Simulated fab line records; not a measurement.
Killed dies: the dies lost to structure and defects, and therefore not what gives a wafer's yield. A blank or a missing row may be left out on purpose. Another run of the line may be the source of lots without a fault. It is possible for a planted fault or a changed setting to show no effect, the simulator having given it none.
fab line records	flow berkeley_cmos170	part 1 of 2: steps 1 to 30 of 40
record: lots: 5	wafers: 15	last_day: 12
route steps=331 shown SPACER@174 PSD@175 NSD@187 BACKSIDE@199 SDANNEAL@204 PLDD@208 NLDD@209 SILICIDE@210
lots that met no fault: from a run of the same line without faults
start_h: the number of hours between the record's first day and the start of the first shown wafer of the lot	wait_h: how many hours have passed since the lot's step before this one	" identical to the entry in the row above	L1.1+2: a single row standing in for several wafers	- either no value or no given start	* or withheld: withheld	< > ~ a bound
route shown NAME@n: NAME is a module with steps in the file, n the number in the route of the first one	usual: the fault-free wafers' mean and standard deviation	same: alike in all rows	chamber/n: place in a boat	sites: readings site by site	_std_site: how widely they spread, as a standard deviation	_edge_site: inner sites' mean taken away from outer sites' mean	radius_mm: how far each site lies from the wafer's centre	mask NAME#n: copy n	behind: the last tool/chamber to shape the wafer	hold: cause of the lot's hold/its duration in hours/its outcome	device: names the non-switching transistor (n, p or np)	end of line: the same wafers' tests at the end of the route	for a step that has no rows: nothing shown but its recipe	killed: at the first sort, the dies lost to defects and structure; wafer yield is something else	map: shows each die of a wafer: x if killed, . if not, _ if none is there
set.NAME: the setting that was run; set.NAME@STEP: the one run at that earlier step	model.NAME: the simulator's own value behind a step, which no gauge read
lots at some steps of the route; a table a step, a row a wafer
services: from which hour (start_h, from the record's first day; less than 0 if before it) a tool's chamber was out of use, for how many hours, and why
== steps ==
step: UCB170_SPACER_ETCHBACK_03
recipe: stop_on: Si	target: SiO2	chemistry: CHF3/CF4/Ar	CHF3_flow_sccm: 50	cf4_flow_sccm: 10	Ar_flow_sccm: 120	pressure_mtorr: 200	rf_w: 500	target_depth_a: 3760	time_s: 100
usual: chamber_pressure_mTorr: 200.00/0.2	drypump_motor_current_A: 5.5/0.43	mfc_ar_sccm: 120.0/0.35	oes_product_au: 0.900/0.016	throttle_valve_pct: 6.46/0.081
lot.wafer	tool	chamber	start_h	wait_h	chamber_pressure_mTorr	drypump_motor_current_A	mfc_ar_sccm	oes_product_au	rf_hours_counter_h	throttle_valve_pct
L083.1	rie_diel-01	2	165.49	0.0	200.22	4.9	119.8	0.909	48	6.46
L083.2	"	1	"	"	200.19	6.0	120.3	0.898	146	6.45
L083.3	"	3	"	"	200.06	5.0	119.7	0.880	74	6.47
L082.2	rie_diel-01	3	165.57	0.1	199.90	5.0	120.5	0.881	74	6.48
L082.4	"	2	"	"	199.95	4.9	119.8	0.914	48	6.47
L082.5	"	3	"	"	200.12	5.0	120.2	0.886	-	6.48
L084.1	rie_diel-01	3	189.90	0.0	199.72	5.0	120.0	0.867	75	6.48
L084.3	"	0	"	"	200.21	5.8	119.4	0.906	129	6.58
L084.6	"	2	"	"	199.84	4.9	119.9	0.917	-	6.46
L089.1	rie_diel-04	1	215.72	0.0	200.04	6.2	120.2	0.886	124	6.50
L089.2	"	3	"	"	200.03	5.6	119.8	0.905	17	6.55
L089.5	"	3	"	"	199.83	5.6	120.0	0.900	-	6.56
L096.2	rie_diel-02	3	250.70	0.0	200.11	5.3	119.9	0.901	94	6.57
L096.3	"	0	"	"	200.02	5.5	120.4	0.886	6	6.37
L096.4	"	1	"	"	199.87	5.4	120.2	0.899	132	6.30
step: UCB170_PSD_HMDS_00
recipe: prime_time_s: 60	prime_temp_c: 100
lot.wafer	tool	chamber	start_h	wait_h
L083.1+2+3	litho_track-02	0	165.79	0.3
L082.2+4+5	litho_track-03	0	166.53	0.9
L084.1+3+6	litho_track-01	0	190.45	0.5
L089.1+2+5	litho_track-01	0	215.79	0.0
L096.2+3+4	litho_track-03	0	250.95	0.2
step: UCB170_PSD_COAT_01
recipe: resist: KrF	spin_rpm: 1500	resist_thk_nm: 900
lot.wafer	tool	chamber	start_h	wait_h
L083.1+2+3	litho_track-02	0	165.94	0.1
L082.2+4+5	litho_track-03	0	166.68	0.1
L084.1+3+6	litho_track-01	0	190.60	0.1
L089.1+2+5	litho_track-01	0	215.94	0.1
L096.2+3+4	litho_track-03	0	251.10	0.1
step: UCB170_PSD_SOFTBAKE_02
recipe: resist: KrF	temp_c: 130	time_s: 60
lot.wafer	tool	chamber	start_h	wait_h
L083.1+2+3	litho_track-02	0	166.09	0.1
L082.2+4+5	litho_track-03	0	166.83	0.1
L084.1+3+6	litho_track-01	0	190.75	0.1
L089.1+2+5	litho_track-01	0	216.09	0.1
L096.2+3+4	litho_track-03	0	251.25	0.1
step: UCB170_PSD_EXPOSE_03
recipe: mask_id: PSELECT_MOD	na: 0.5	sigma_outer: 0.6	source_shape: conventional	target_cd_nm: 1200	dose_mj: 30
lot.wafer	tool	chamber	start_h	wait_h	mask
L083.1+2+3	krf_scanner-01	0	166.37	0.2	PSELECT_MOD#0
L082.2+4+5	krf_scanner-02	0	167.10	0.2	PSELECT_MOD#0
L084.1+3+6	krf_scanner-02	0	191.08	0.3	PSELECT_MOD#0
L089.1+2+5	krf_scanner-01	0	216.36	0.2	PSELECT_MOD#0
L096.2+3+4	krf_scanner-01	0	251.40	0.1	PSELECT_MOD#0
step: UCB170_PSD_PEB_04
recipe: peb_temp_c: 130	peb_time_s: withheld	resist: KrF
lot.wafer	tool	chamber	start_h	wait_h
L083.1+2+3	litho_track-02	0	167.24	0.9
L082.2+4+5	litho_track-03	0	167.71	0.6
L084.1+3+6	litho_track-02	0	191.26	0.2
L089.1+2+5	litho_track-01	0	216.47	0.1
L096.2+3+4	litho_track-02	0	252.09	0.7
step: UCB170_PSD_DEVELOP_05
recipe: developer: TMAH	develop_time_s: 45	resist: KrF	dev_temp_c: 21
usual: developer_temp_C: 21.01/0.093
same: develop_time_s: 45
lot.wafer	tool	chamber	start_h	wait_h	developer_temp_C
L083.1	litho_track-02	0	-	-	20.88
L083.2	"	0	"	"	20.90
L083.3	"	0	"	"	21.00
L082.2	litho_track-03	0	-	-	21.02
L082.4	"	0	"	"	20.95
L082.5	"	0	"	"	21.06
L084.1	litho_track-02	0	-	-	21.05
L084.3	"	0	"	"	21.10
L084.6	"	0	"	"	20.97
L089.1	litho_track-01	0	-	-	21.01
L089.2	"	0	"	"	20.98
L089.5	"	0	"	"	21.01
L096.2	litho_track-02	0	-	-	21.03
L096.3	"	0	"	"	20.89
L096.4	"	0	"	"	21.13
step: UCB170_PSD_CD_MEAS_06
recipe: target_cd_nm: 1200
usual: cd_nm: 1200.3/1.5
lot.wafer	tool	chamber	start_h	wait_h	cd_nm
L083.1	cd_sem-02	-	167.52	-	1200.6
L083.2	"	-	"	"	1198.4
L083.3	"	-	"	"	1199.0
L082.2	cd_sem-02	-	167.98	-	1201.3
L082.4	"	-	"	"	1199.9
L082.5	"	-	"	"	1198.7
L084.1	cd_sem-02	-	191.57	-	1202.2
L084.3	"	-	"	"	1201.8
L084.6	"	-	"	"	1202.2
L089.1	cd_sem-01	-	216.75	-	1200.1
L089.2	"	-	"	"	1201.4
L089.5	"	-	"	"	1201.9
L096.2	cd_sem-02	-	252.36	-	1197.5
L096.3	"	-	"	"	1196.8
L096.4	"	-	"	"	1196.7
step: UCB170_PSD_OVL_MEAS_07
usual: PSD_OVL: -2/5.5
lot.wafer	tool	chamber	start_h	wait_h	PSD_OVL[nm]
L083.1	overlay-01	-	167.64	0.1	7
L083.2	"	-	"	"	-2
L083.3	"	-	"	"	8
L082.2	overlay-01	-	168.08	0.1	-3
L082.4	"	-	"	"	-10
L082.5	"	-	"	"	-8
L084.1	overlay-02	-	191.69	0.1	0
L084.3	"	-	"	"	-4
L084.6	"	-	"	"	1
L089.1	overlay-01	-	216.87	0.1	-1
L089.2	"	-	"	"	6
L089.5	"	-	"	"	9
L096.2	overlay-01	-	252.46	0.1	-7
L096.3	"	-	"	"	-2
L096.4	"	-	"	"	-6
step: UCB170_PSD_IMPLANT_08
recipe: species: B	dose_cm2: 3e+15	energy_kev: 20	tilt_deg: 7
same: implant_ion_amu: 11
lot.wafer	tool	chamber	start_h	wait_h
L083.1+2+3	implanter-03	0	167.67	0.0
L082.2+4+5	implanter-03	0	168.14	0.0
L084.1+3+6	implanter-04	0	191.72	0.0
L089.1+2+5	implanter-01	0	216.90	0.0
L096.2+3+4	implanter-04	0	252.52	0.0
step: UCB170_PSD_STRIP_09
recipe: chemistry: O2	power_w: 400	pressure_mtorr: 3500	platen_temp_c: withheld	o2_flow_sccm: 400	overash_fraction: 0.5
usual: chamber_pressure_mTorr: 3500/3.2	drypump_motor_current_A: 5.61/0.25	oes_product_au: 0.600/0.0046	strip_time_to_endpoint_s: 29.42/0.079
lot.wafer	tool	chamber	start_h	wait_h	chamber_pressure_mTorr	drypump_motor_current_A	oes_product_au	rf_hours_counter_h	strip_time_to_endpoint_s
L083.1	plasma_asher-04	0	167.82	0.1	3498	5.35	0.597	6	29.45
L083.2	"	1	"	"	3493	5.57	0.603	6	29.31
L083.3	"	0	"	"	3501	5.35	0.596	-	29.35
L082.2	plasma_asher-02	1	168.26	0.1	3502	5.47	0.602	45	29.46
L082.4	"	1	"	"	3495	5.45	0.602	-	29.40
L082.5	"	0	"	"	3499	5.60	0.605	-	29.50
L084.1	plasma_asher-04	1	191.87	0.1	3500	5.58	0.602	9	29.49
L084.3	"	1	"	"	3499	5.58	0.603	-	29.48
L084.6	"	0	"	"	3501	5.33	0.605	-	29.48
L089.1	plasma_asher-04	1	217.05	0.1	3502	5.57	0.600	12	29.62
L089.2	"	0	"	"	3495	5.33	0.587	12	29.54
L089.5	"	0	"	"	3502	5.33	0.602	-	29.55
L096.2	plasma_asher-04	0	252.64	0.1	3499	5.31	0.602	16	29.23
L096.3	"	0	"	"	3496	5.34	0.601	-	29.30
L096.4	"	1	"	"	3498	5.57	0.600	-	29.30
step: UCB170_PSD_TW_MEAS_10
usual: PSD_TW: 2333/14
lot.wafer	tool	chamber	start_h	wait_h	PSD_TW
L083.1	film_metro-02	-	167.92	0.1	2339
L083.2	"	-	"	"	2348
L083.3	"	-	"	"	2358
L082.2	film_metro-03	-	168.37	0.1	2313
L082.4	"	-	"	"	2317
L082.5	"	-	"	"	2298
L084.1	film_metro-04	-	191.97	0.1	2351
L084.3	"	-	"	"	2328
L084.6	"	-	"	"	2339
L089.1	film_metro-03	-	217.15	0.1	2331
L089.2	"	-	"	"	2338
L089.5	"	-	"	"	2342
L096.2	film_metro-04	-	252.75	0.1	2325
L096.3	"	-	"	"	2313
L096.4	"	-	"	"	2320
step: UCB170_PSD_CLEAN_11
recipe: chemistry: SPM	temp_c: 120	time_s: 600
usual: temp_c: 120.00/0.13
lot.wafer	tool	chamber	start_h	wait_h	temp_c
L082.2	wet_bench-04	0	168.87	0.5	119.89
L082.4	"	0	"	"	120.04
L082.5	"	0	"	"	119.80
L083.1	wet_bench-04	3	168.87	0.9	120.15
L083.2	"	3	"	"	120.10
L083.3	"	3	"	"	120.05
L084.1	wet_bench-01	2	192.03	0.1	120.10
L084.3	"	2	"	"	119.98
L084.6	"	2	"	"	120.11
L089.1	wet_bench-02	1	217.50	0.3	119.93
L089.2	"	1	"	"	119.93
L089.5	"	1	"	"	120.08
L096.2	wet_bench-04	0	252.80	0.0	120.09
L096.3	"	0	"	"	120.05
L096.4	"	0	"	"	120.23
step: UCB170_NSD_HMDS_00
recipe: prime_time_s: 60	prime_temp_c: 100
lot.wafer	tool	chamber	start_h	wait_h
L083.1+2+3	litho_track-04	0	169.50	0.5
L082.2+4+5	litho_track-01	0	169.71	0.7
L084.1+3+6	litho_track-02	0	192.42	0.2
L089.1+2+5	litho_track-02	0	218.46	0.8
L096.2+3+4	litho_track-02	0	253.26	0.3
step: UCB170_NSD_COAT_01
recipe: resist: KrF	spin_rpm: 1500	resist_thk_nm: 900
lot.wafer	tool	chamber	start_h	wait_h
L083.1+2+3	litho_track-04	0	169.65	0.1
L082.2+4+5	litho_track-01	0	169.86	0.1
L084.1+3+6	litho_track-02	0	192.57	0.1
L089.1+2+5	litho_track-02	0	218.61	0.1
L096.2+3+4	litho_track-02	0	253.41	0.1
step: UCB170_NSD_SOFTBAKE_02
recipe: resist: KrF	temp_c: 130	time_s: 60
lot.wafer	tool	chamber	start_h	wait_h
L083.1+2+3	litho_track-04	0	169.80	0.1
L082.2+4+5	litho_track-01	0	170.01	0.1
L084.1+3+6	litho_track-02	0	192.72	0.1
L089.1+2+5	litho_track-02	0	218.76	0.1
L096.2+3+4	litho_track-02	0	253.56	0.1
step: UCB170_NSD_EXPOSE_03
recipe: mask_id: NSELECT_MOD	na: 0.5	sigma_outer: 0.6	source_shape: conventional	target_cd_nm: 1200	dose_mj: 30
lot.wafer	tool	chamber	start_h	wait_h	mask
L083.1+2+3	krf_scanner-01	0	170.17	0.3	NSELECT_MOD#0
L082.2+4+5	krf_scanner-02	0	170.43	0.4	NSELECT_MOD#0
L084.1+3+6	krf_scanner-01	0	192.87	0.1	NSELECT_MOD#0
L089.1+2+5	krf_scanner-01	0	219.05	0.3	NSELECT_MOD#0
L096.2+3+4	krf_scanner-01	0	253.71	0.1	NSELECT_MOD#0
step: UCB170_NSD_PEB_04
recipe: peb_temp_c: 130	peb_time_s: withheld	resist: KrF
lot.wafer	tool	chamber	start_h	wait_h
L083.1+2+3	litho_track-01	0	170.28	0.1
L082.2+4+5	litho_track-04	0	170.55	0.1
L084.1+3+6	litho_track-01	0	192.98	0.1
L089.1+2+5	litho_track-02	0	219.73	0.7
L096.2+3+4	litho_track-04	0	253.99	0.3
step: UCB170_NSD_DEVELOP_05
recipe: developer: TMAH	develop_time_s: 45	resist: KrF	dev_temp_c: 21
usual: developer_temp_C: 21.01/0.11
same: develop_time_s: 45
lot.wafer	tool	chamber	start_h	wait_h	developer_temp_C
L083.1	litho_track-01	0	-	-	21.07
L083.2	"	0	"	"	20.88
L083.3	"	0	"	"	21.13
L082.2	litho_track-04	0	-	-	20.92
L082.4	"	0	"	"	20.90
L082.5	"	0	"	"	21.05
L084.1	litho_track-01	0	-	-	21.00
L084.3	"	0	"	"	20.93
L084.6	"	0	"	"	21.03
L089.1	litho_track-02	0	-	-	21.21
L089.2	"	0	"	"	21.05
L089.5	"	0	"	"	20.96
L096.2	litho_track-04	0	-	-	21.00
L096.3	"	0	"	"	21.01
L096.4	"	0	"	"	21.19
step: UCB170_NSD_CD_MEAS_06
recipe: target_cd_nm: 1200
usual: cd_nm: 1199.9/1.1
lot.wafer	tool	chamber	start_h	wait_h	cd_nm
L083.1	cd_sem-02	-	170.56	-	1201.2
L083.2	"	-	"	"	1199.1
L083.3	"	-	"	"	1199.8
L082.2	cd_sem-02	-	170.82	-	1200.4
L082.4	"	-	"	"	1200.2
L082.5	"	-	"	"	1198.9
L084.1	cd_sem-01	-	193.26	-	1200.8
L084.3	"	-	"	"	1200.1
L084.6	"	-	"	"	1200.4
L089.1	cd_sem-02	-	220.01	-	1199.0
L089.2	"	-	"	"	1198.5
L089.5	"	-	"	"	1198.5
L096.2	cd_sem-02	-	254.26	-	1200.5
L096.3	"	-	"	"	1200.4
L096.4	"	-	"	"	1200.9
step: UCB170_NSD_OVL_MEAS_07
usual: NSD_OVL: -3/4.9
lot.wafer	tool	chamber	start_h	wait_h	NSD_OVL[nm]
L083.1	overlay-01	-	170.68	0.1	2
L083.2	"	-	"	"	-2
L083.3	"	-	"	"	-8
L082.2	overlay-02	-	170.93	0.1	2
L082.4	"	-	"	"	0
L082.5	"	-	"	"	4
L084.1	overlay-01	-	193.38	0.1	-6
L084.3	"	-	"	"	-3
L084.6	"	-	"	"	-5
L089.1	overlay-01	-	220.14	0.1	-2
L089.2	"	-	"	"	-10
L089.5	"	-	"	"	2
L096.2	overlay-02	-	254.37	0.1	1
L096.3	"	-	"	"	0
L096.4	"	-	"	"	-4
step: UCB170_NSD_IMPLANT_08
recipe: species: P	dose_cm2: 3e+15	energy_kev: 40	tilt_deg: 7
same: implant_ion_amu: 31
lot.wafer	tool	chamber	start_h	wait_h
L083.1+2+3	implanter-03	0	170.71	0.0
L082.2+4+5	implanter-02	0	170.98	0.0
L084.1+3+6	implanter-01	0	193.42	0.0
L089.1+2+5	implanter-01	0	220.18	0.0
L096.2+3+4	implanter-02	0	254.42	0.0
step: UCB170_NSD_STRIP_09
recipe: chemistry: O2	power_w: 400	pressure_mtorr: 3500	platen_temp_c: withheld	o2_flow_sccm: 400	overash_fraction: 0.5
usual: chamber_pressure_mTorr: 3500/3	drypump_motor_current_A: 5.67/0.3	oes_product_au: 0.533/0.0043	strip_time_to_endpoint_s: 35.85/0.079
lot.wafer	tool	chamber	start_h	wait_h	chamber_pressure_mTorr	drypump_motor_current_A	oes_product_au	rf_hours_counter_h	strip_time_to_endpoint_s
L083.1	plasma_asher-03	1	170.86	0.1	3500	6.21	0.531	40	35.74
L083.2	"	0	"	"	3504	5.70	0.536	40	35.76
L083.3	"	0	"	"	3500	5.67	0.534	-	35.81
L082.2	plasma_asher-01	1	171.11	0.1	3502	5.56	0.543	46	35.81
L082.4	"	0	"	"	3495	5.39	0.536	-	35.87
L082.5	"	1	"	"	3498	5.58	0.536	-	35.76
L084.1	plasma_asher-01	0	193.57	0.1	3503	5.40	0.533	49	35.82
L084.3	"	0	"	"	3499	5.40	0.535	-	35.87
L084.6	"	0	"	"	3497	5.39	0.532	-	35.89
L089.1	plasma_asher-01	0	220.33	0.1	3500	5.38	0.531	51	35.87
L089.2	"	1	"	"	3497	5.54	0.524	51	35.85
L089.5	"	1	"	"	3501	5.54	0.530	-	35.92
L096.2	plasma_asher-01	0	254.55	0.1	3504	5.43	0.538	55	35.67
L096.3	"	1	"	"	3502	5.55	0.530	-	35.64
L096.4	"	0	"	"	3499	5.41	0.536	-	35.58
step: UCB170_NSD_TW_MEAS_10
usual: NSD_TW: 4199/22
lot.wafer	tool	chamber	start_h	wait_h	NSD_TW
L083.1	film_metro-04	-	170.96	0.1	4221
L083.2	"	-	"	"	4209
L083.3	"	-	"	"	4222
L082.2	film_metro-04	-	171.22	0.1	4205
L082.4	"	-	"	"	4203
L082.5	"	-	"	"	4234
L084.1	film_metro-03	-	193.67	0.1	4198
L084.3	"	-	"	"	4201
L084.6	"	-	"	"	4171
L089.1	film_metro-02	-	220.43	0.1	4214
L089.2	"	-	"	"	4222
L089.5	"	-	"	"	4212
L096.2	film_metro-03	-	254.66	0.1	4185
L096.3	"	-	"	"	4162
L096.4	"	-	"	"	4184
step: UCB170_NSD_CLEAN_11
recipe: chemistry: SPM	temp_c: 120	time_s: 600
usual: temp_c: 119.99/0.14
lot.wafer	tool	chamber	start_h	wait_h	temp_c
L082.2	wet_bench-01	3	171.32	0.1	119.91
L082.4	"	3	"	"	119.68
L082.5	"	3	"	"	119.73
L083.1	wet_bench-01	0	171.32	0.3	120.23
L083.2	"	0	"	"	120.26
L083.3	"	0	"	"	120.01
L084.1	wet_bench-01	3	193.73	0.1	119.96
L084.3	"	3	"	"	119.96
L084.6	"	3	"	"	119.99
L089.1	wet_bench-01	0	220.49	0.1	120.04
L089.2	"	0	"	"	120.16
L089.5	"	0	"	"	119.94
L096.2	wet_bench-03	1	254.79	0.1	119.89
L096.3	"	1	"	"	119.87
L096.4	"	1	"	"	119.99
step: UCB170_BACKSIDE_HMDS_00
recipe: prime_time_s: 60	prime_temp_c: 100
lot.wafer	tool	chamber	start_h	wait_h
L082.2+4+5	litho_track-03	0	171.70	0.2
L083.1+2+3	litho_track-02	0	171.71	0.2
L084.1+3+6	litho_track-03	0	194.04	0.1
L089.1+2+5	litho_track-04	0	221.16	0.5
L096.2+3+4	litho_track-02	0	255.61	0.6
step: UCB170_BACKSIDE_COAT_01
recipe: resist: KrF	spin_rpm: 1500	resist_thk_nm: 900
lot.wafer	tool	chamber	start_h	wait_h
L082.2+4+5	litho_track-03	0	171.85	0.1
L083.1+2+3	litho_track-02	0	171.86	0.1
L084.1+3+6	litho_track-03	0	194.19	0.1
L089.1+2+5	litho_track-04	0	221.31	0.1
L096.2+3+4	litho_track-02	0	255.76	0.1
step: UCB170_BACKSIDE_SOFTBAKE_02
recipe: resist: KrF	temp_c: 130	time_s: 60
lot.wafer	tool	chamber	start_h	wait_h
L082.2+4+5	litho_track-03	0	172.00	0.1
L083.1+2+3	litho_track-02	0	172.01	0.1
L084.1+3+6	litho_track-03	0	194.34	0.1
L089.1+2+5	litho_track-04	0	221.46	0.1
L096.2+3+4	litho_track-02	0	255.91	0.1
step: UCB170_BACKSIDE_STRIP_03
recipe: chemistry: O2	power_w: 400	pressure_mtorr: 3500	platen_temp_c: withheld	o2_flow_sccm: 400	overash_fraction: 0.5
usual: chamber_pressure_mTorr: 3500/3.2	drypump_motor_current_A: 5.49/0.1	oes_product_au: 0.735/0.0045	strip_time_to_endpoint_s: 21.99/0.07
lot.wafer	tool	chamber	start_h	wait_h	chamber_pressure_mTorr	drypump_motor_current_A	oes_product_au	rf_hours_counter_h	strip_time_to_endpoint_s
L082.2	plasma_asher-02	0	172.13	0.1	3502	5.62	0.746	46	22.04
L082.4	"	1	"	"	3500	5.46	0.730	-	21.97
L082.5	"	0	"	"	3497	5.62	0.733	-	21.99
L083.1	plasma_asher-04	0	172.16	0.1	3496	5.35	0.731	7	21.94
L083.2	"	1	"	"	3501	5.59	0.738	7	22.00
L083.3	"	0	"	"	3497	5.35	0.735	-	21.94
L084.1	plasma_asher-02	1	194.49	0.1	3500	5.46	0.729	49	22.04
L084.3	"	1	"	"	3499	5.46	0.729	-	22.03
L084.6	"	0	"	"	3500	5.63	0.741	-	21.96
L089.1	plasma_asher-02	0	221.61	0.1	3504	5.62	0.736	52	22.05
L089.2	"	1	"	"	3496	5.46	0.734	52	22.07
L089.5	"	1	"	"	3501	5.46	0.737	-	22.00
L096.2	plasma_asher-01	0	256.04	0.1	3494	5.41	0.737	55	22.02
L096.3	"	1	"	"	3502	5.54	0.734	-	22.02
L096.4	"	0	"	"	3504	5.40	0.735	-	22.02
step: UCB170_BACKSIDE_CLEAN_04
recipe: chemistry: SPM	temp_c: 120	time_s: 600
usual: temp_c: 119.99/0.15
lot.wafer	tool	chamber	start_h	wait_h	temp_c
L082.2	wet_bench-04	0	173.24	1.1	120.39
L082.4	"	0	"	"	120.24
L082.5	"	0	"	"	120.18
L083.1	wet_bench-04	0	173.24	1.0	119.87
L083.2	"	0	"	"	119.99
L083.3	"	0	"	"	119.77
L084.1	wet_bench-04	2	194.59	0.1	119.93
L084.3	"	2	"	"	119.96
L084.6	"	2	"	"	120.02
L089.1	wet_bench-03	3	221.83	0.2	119.97
L089.2	"	3	"	"	120.12
L089.5	"	3	"	"	120.10
L096.2	wet_bench-03	3	256.14	0.1	119.94
L096.3	"	3	"	"	120.09
L096.4	"	3	"	"	120.09
